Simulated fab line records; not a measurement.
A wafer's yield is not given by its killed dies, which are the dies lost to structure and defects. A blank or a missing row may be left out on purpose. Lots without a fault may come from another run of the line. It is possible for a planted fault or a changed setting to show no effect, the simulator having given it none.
Commonality check across tools :: flow ritCmos :: Sampled: 14 lots, 42 wafers

## WHAT PROMPTED THE OPENING
RIT_SPACER_THK_MEAS_04, reading SPACER_NITRIDE_THK: flagged on 2 of 14 lots. No-fault wafers: 245.2 nm, standard deviation 1.8.
Rule: flag the lot when none of its wafers has a number, or when each of its wafers that has one lies beyond 4 standard deviations from that mean. The rest of the lots are taken to be sound.

lot: L833
measured: day 2 22:49
on: filmMetro-02
SPACER_NITRIDE_THK (nm), wafer by wafer: 244.3 243.7 244.1
flag: 

lot: L835
measured: day 3 12:28
on: filmMetro-01
SPACER_NITRIDE_THK (nm), wafer by wafer: 246.0 246.0 246.4
flag: 

lot: L836
measured: day 3 15:56
on: filmMetro-02
SPACER_NITRIDE_THK (nm), wafer by wafer: 244.1 243.5 243.8
flag: 

lot: L838
measured: day 4 03:43
on: filmMetro-02
SPACER_NITRIDE_THK (nm), wafer by wafer: 244.0 244.3 244.9
flag: 

lot: L840
measured: day 4 10:34
on: filmMetro-02
SPACER_NITRIDE_THK (nm), wafer by wafer: 247.2 245.2 245.7
flag: 

lot: L842
measured: day 4 20:10
on: filmMetro-01
SPACER_NITRIDE_THK (nm), wafer by wafer: 244.6 245.3 245.1
flag: 

lot: L843
measured: day 5 01:01
on: filmMetro-01
SPACER_NITRIDE_THK (nm), wafer by wafer: 244.2 243.3 242.8
flag: 

lot: L844
measured: day 5 05:36
on: filmMetro-01
SPACER_NITRIDE_THK (nm), wafer by wafer: 245.9 244.6 246.6
flag: 

lot: L845
measured: day 5 10:34
on: filmMetro-04
SPACER_NITRIDE_THK (nm), wafer by wafer: 248.1 247.9 249.1
flag: 

lot: L846
measured: day 5 16:11
on: filmMetro-04
SPACER_NITRIDE_THK (nm), wafer by wafer: 241.8 242.0 241.0
flag: 

lot: L848
measured: day 6 02:04
on: filmMetro-04
SPACER_NITRIDE_THK (nm), wafer by wafer: 243.0 242.3 244.6
flag: 

lot: L849
measured: day 6 07:26
on: filmMetro-02
SPACER_NITRIDE_THK (nm), wafer by wafer: 262.0 257.9 261.2
flag: FLAGGED

lot: L850
measured: day 6 10:50
on: filmMetro-02
SPACER_NITRIDE_THK (nm), wafer by wafer: 257.8 255.7 258.5
flag: FLAGGED

lot: L855
measured: day 7 12:14
on: filmMetro-02
SPACER_NITRIDE_THK (nm), wafer by wafer: 245.6 243.6 245.5
flag: 
On average the flagged lots' numbers are 258.9 nm, which is +13.7 nm against the usual, or +8 standard deviations.

## EACH LOT AND THE TOOL IT RAN ON
The record holds 3 process steps before the reading, out of a route of 202 steps. Cell contents, in order: the tool; ch with the chambers the sampled wafers went through; the start.
lot: L833
flag: 
RIT_ACTIVE_STRIP_14: plasmaAsher-03 ch 0,1, day 1 14:58
RIT_PWELL_STRIP_09: plasmaAsher-04 ch 0,1, day 1 22:26
RIT_SPACER_CVD_03: lpcvd-02 ch 0, day 2 20:53

lot: L835
flag: 
RIT_ACTIVE_STRIP_14: plasmaAsher-03 ch 0,1, day 2 03:11
RIT_PWELL_STRIP_09: plasmaAsher-01 ch 0,1, day 2 11:51
RIT_SPACER_CVD_03: lpcvd-01 ch 0, day 3 10:32

lot: L836
flag: 
RIT_ACTIVE_STRIP_14: plasmaAsher-02 ch 0,1, day 2 06:04
RIT_PWELL_STRIP_09: plasmaAsher-04 ch 0,1, day 2 15:58
RIT_SPACER_CVD_03: lpcvd-01 ch 1, day 3 14:00

lot: L838
flag: 
RIT_ACTIVE_STRIP_14: plasmaAsher-01 ch 0,1, day 2 15:50
RIT_PWELL_STRIP_09: plasmaAsher-01 ch 0,1, day 3 00:10
RIT_SPACER_CVD_03: lpcvd-02 ch 0, day 4 00:50

lot: L840
flag: 
RIT_ACTIVE_STRIP_14: plasmaAsher-02 ch 0, day 3 01:58
RIT_PWELL_STRIP_09: plasmaAsher-04 ch 0,1, day 3 10:13
RIT_SPACER_CVD_03: lpcvd-01 ch 0, day 4 08:38

lot: L842
flag: 
RIT_ACTIVE_STRIP_14: plasmaAsher-01 ch 0,1, day 3 12:41
RIT_PWELL_STRIP_09: plasmaAsher-03 ch 0, day 3 20:02
RIT_SPACER_CVD_03: lpcvd-01 ch 0, day 4 18:14

lot: L843
flag: 
RIT_ACTIVE_STRIP_14: plasmaAsher-03 ch 0,1, day 3 18:36
RIT_PWELL_STRIP_09: plasmaAsher-04 ch 0,1, day 4 02:07
RIT_SPACER_CVD_03: lpcvd-02 ch 1, day 4 23:05

lot: L844
flag: 
RIT_ACTIVE_STRIP_14: plasmaAsher-02 ch 0,1, day 3 22:12
RIT_PWELL_STRIP_09: plasmaAsher-04 ch 0,1, day 4 05:30
RIT_SPACER_CVD_03: lpcvd-01 ch 0, day 5 03:41

lot: L845
flag: 
RIT_ACTIVE_STRIP_14: plasmaAsher-03 ch 0,1, day 4 03:33
RIT_PWELL_STRIP_09: plasmaAsher-01 ch 0,1, day 4 10:49
RIT_SPACER_CVD_03: lpcvd-02 ch 0, day 5 08:39

lot: L846
flag: 
RIT_ACTIVE_STRIP_14: plasmaAsher-01 ch 0,1, day 4 08:43
RIT_PWELL_STRIP_09: plasmaAsher-01 ch 0,1, day 4 16:18
RIT_SPACER_CVD_03: lpcvd-01 ch 0, day 5 13:17

lot: L848
flag: 
RIT_ACTIVE_STRIP_14: plasmaAsher-01 ch 0,1, day 4 17:50
RIT_PWELL_STRIP_09: plasmaAsher-03 ch 0,1, day 5 01:20
RIT_SPACER_CVD_03: lpcvd-02 ch 1, day 6 00:09

lot: L849
flag: FLAGGED
RIT_ACTIVE_STRIP_14: plasmaAsher-03 ch 0,1, day 5 00:15
RIT_PWELL_STRIP_09: plasmaAsher-03 ch 0,1, day 5 07:45
RIT_SPACER_CVD_03: lpcvd-01 ch 0, day 6 05:32

lot: L850
flag: FLAGGED
RIT_ACTIVE_STRIP_14: plasmaAsher-01 ch 0,1, day 5 03:58
RIT_PWELL_STRIP_09: plasmaAsher-01 ch 0,1, day 5 11:24
RIT_SPACER_CVD_03: lpcvd-01 ch 0, day 6 08:55

lot: L855
flag: 
RIT_ACTIVE_STRIP_14: plasmaAsher-01 ch 0,1, day 6 04:58
RIT_PWELL_STRIP_09: plasmaAsher-03 ch 0,1, day 6 12:32
RIT_SPACER_CVD_03: lpcvd-02 ch 0, day 7 10:19
What is done by these steps:
- RIT_ACTIVE_STRIP_14: strips in O2, time 180 s.
- RIT_PWELL_STRIP_09: strips in O2, time 180 s.
- RIT_SPACER_CVD_03: deposits Si3N4 from SiH2Cl2/NH3, target thk 250 nm, time 3226 s.
- RIT_SPACER_THK_MEAS_04

## FLAGGED AGAINST TOTAL, ONE TOOL AT A TIME (gauges that did the reading follow at the end)
step: RIT_ACTIVE_STRIP_14
tool: plasmaAsher-01
lots run: 6
flagged: 1
share of the flagged lots: some
sound lots run after its first flagged lot: 1 (L855)

step: RIT_ACTIVE_STRIP_14
tool: plasmaAsher-02
lots run: 3
flagged: 0
share of the flagged lots: none
sound lots run after its first flagged lot: -

step: RIT_ACTIVE_STRIP_14
tool: plasmaAsher-03
lots run: 5
flagged: 1
share of the flagged lots: some
sound lots run after its first flagged lot: 0

step: RIT_PWELL_STRIP_09
tool: plasmaAsher-01
lots run: 5
flagged: 1
share of the flagged lots: some
sound lots run after its first flagged lot: 0

step: RIT_PWELL_STRIP_09
tool: plasmaAsher-03
lots run: 4
flagged: 1
share of the flagged lots: some
sound lots run after its first flagged lot: 1 (L855)

step: RIT_PWELL_STRIP_09
tool: plasmaAsher-04
lots run: 5
flagged: 0
share of the flagged lots: none
sound lots run after its first flagged lot: -

step: RIT_SPACER_CVD_03
tool: lpcvd-01
lots run: 8
flagged: 2
share of the flagged lots: all
sound lots run after its first flagged lot: 0

step: RIT_SPACER_CVD_03
tool: lpcvd-02
lots run: 6
flagged: 0
share of the flagged lots: none
sound lots run after its first flagged lot: -

step: RIT_SPACER_THK_MEAS_04
tool: filmMetro-01
lots run: 4
flagged: 0
share of the flagged lots: none
sound lots run after its first flagged lot: -

step: RIT_SPACER_THK_MEAS_04
tool: filmMetro-02
lots run: 7
flagged: 2
share of the flagged lots: all
sound lots run after its first flagged lot: 1 (L855)

step: RIT_SPACER_THK_MEAS_04
tool: filmMetro-04
lots run: 3
flagged: 0
share of the flagged lots: none
sound lots run after its first flagged lot: -

## WHAT THE TABLE ALLOWS
In 2 table rows, all flagged lots were run: lpcvd-01 (RIT_SPACER_CVD_03), filmMetro-02 (RIT_SPACER_THK_MEAS_04).
- lpcvd-01 at RIT_SPACER_CVD_03: 2 of its 8 lots flagged. Last sound lot L846 at day 5 13:17, first flagged lot L849 at day 6 05:32; a fault beginning in between fits. Its own readings (sih2cl2FlowSccm) fall more than 4 standard deviations out on all wafers of the flagged lots.
- filmMetro-02 at RIT_SPACER_THK_MEAS_04: 2 of its 7 lots flagged. Sound lots followed the first flagged one (L855) on it, something a lasting fault affecting the whole tool could not allow.
What remains is a single tool, lpcvd-01 at RIT_SPACER_CVD_03.

## WHAT WAS PUT IN BY THE SIMULATOR
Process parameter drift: lpcvd-01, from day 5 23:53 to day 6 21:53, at RIT_SPACER_CVD_03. Setting sih2cl2FlowSccm shifted by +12 from 60. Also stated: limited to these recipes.
Shown lots that were struck: L849, L850. The rule given above showed the same thing.
